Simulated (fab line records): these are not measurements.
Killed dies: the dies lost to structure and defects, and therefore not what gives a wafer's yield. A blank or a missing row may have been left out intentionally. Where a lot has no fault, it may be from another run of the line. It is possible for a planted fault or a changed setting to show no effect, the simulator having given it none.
A lot that was struck, set against a sound lot    flow rit-cmos    16 steps out of a route of 202
Sound: these wafers, L668.2, L668.3, L668.5. Wafers struck: L680.1, L680.5, L680.6. The cause is named last.
Per side, at each step with rows, come the tool, then ch with its chambers, and then its first start. Under that, the readings that differ: sound wafers    struck wafers    difference of the means    sigmas: that difference in standard deviations of wafers without a fault.
alike: readings whose means differ by less than 2 such deviations, and words and numbers that are the same on both sides. not compared: withheld readings, readings that some wafer has no value for, bounds like >300 that may hide the same value, and numbers for which the record gives no deviation and whose values overlap.
A row with sigmas, a row that says differs or no value, or rows on one side alone: a step with any of these is where the two part. When numbers do not overlap yet have no deviation, they are printed without sigmas and do not part them. Lack of a reading on every wafer of one side parts them only where that side has two or more wafers.

RIT_ACTIVE_BOW_MEAS_00:
  struck on film-metro-04, day 5 09:00; sound on film-metro-04, day 2 21:01
  alike: INCOMING_BOW
then, 1 step without rows for these wafers: RIT_ACTIVE_OXIDATION_01 (target thk 46.8 nm, ox time 3360 s).
RIT_ACTIVE_THK_MEAS_02:
  struck on film-metro-04, day 5 11:03; sound on film-metro-03, day 2 23:04
  alike: ACTIVE_OXIDE_THK
then, 1 step without rows for these wafers: RIT_ACTIVE_CVD_03 (deposits Si3N4 from SiH2Cl2/NH3, target thk 150 nm, time 1500 s).
RIT_ACTIVE_THK_MEAS_04:
  struck on film-metro-02, day 5 12:32; sound on film-metro-03, day 3 00:32
  alike: ACTIVE_NITRIDE_THK
then, 3 steps without rows for these wafers: RIT_ACTIVE_HMDS_05 (prime time 60 s); RIT_ACTIVE_COAT_06 (resist thk 984.4 nm); RIT_ACTIVE_SOFTBAKE_07 (time 60 s).
RIT_ACTIVE_EXPOSE_08: exposes mask M1, target cd 1400 nm.
  sound on iline-stepper-01 ch 0, day 3 01:11; struck on iline-stepper-02 ch 0, day 5 13:02
reading               sound                 struck                difference  sigmas
exposure-dose-mJ-cm2  223.62 223.65 223.42  216.39 216.07 216.28  -7.32       -35
  alike: mask
then, 2 steps without rows for these wafers: RIT_ACTIVE_PEB_09; RIT_ACTIVE_DEVELOP_10 (develop time 50 s).
RIT_ACTIVE_CD_MEAS_11: the cd target is 1400 nm.
  struck on cd-sem-02, day 5 13:26; sound on cd-sem-01, day 3 01:35
reading     sound                 struck                difference  sigmas
cd-nm (nm)  1399.8 1399.8 1397.5  1337.0 1360.5 1400.7  -33.0       -14
then, 1 step without rows for these wafers: RIT_ACTIVE_HARDBAKE_12 (time 60 s).
RIT_ACTIVE_ETCH_13: etches Si3N4 in SF6, stops on SiO2, time 210 s, target depth 210 nm.
  sound on rie-diel-04 ch 0,3, day 3 01:50; struck on rie-diel-03 ch 0,2,3, day 5 13:43
reading                sound              struck             difference  sigmas
oes-product-au (a.u.)  0.821 0.844 0.836  0.805 0.807 0.780  -0.036      -3
  alike: drypump-motor-current-A, throttle-valve-pct
  not compared: rf-hours-counter-h, model.ACTIVE.cd-nm
RIT_ACTIVE_STRIP_14: strips in O2, time 180 s.
  sound on plasma-asher-01 ch 0,1, day 3 01:58; struck on plasma-asher-01 ch 0,1, day 5 13:50
  alike: drypump-motor-current-A
  not compared: rf-hours-counter-h
RIT_M1_PROBE_99:
  struck on prober-01, day 7 09:01; sound on prober-02, day 4 19:07
  alike: killed-at-front-end, killed-dies, killed-open, killed-short
  not compared: model.etest.nplus-sal.width-nm, model.etest.pplus-sal.width-nm, model.etest.nldd.width-nm, model.etest.pldd.width-nm

WHERE THEY PART
First at RIT_ACTIVE_EXPOSE_08; last, within this record, at RIT_ACTIVE_ETCH_13. Later steps at which nothing parts them and some readings are alike: RIT_ACTIVE_STRIP_14, RIT_M1_PROBE_99.

WHY: the cause the simulator had injected
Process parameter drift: iline-stepper-02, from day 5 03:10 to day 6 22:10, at RIT_ACTIVE_EXPOSE_08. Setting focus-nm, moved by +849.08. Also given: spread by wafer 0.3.
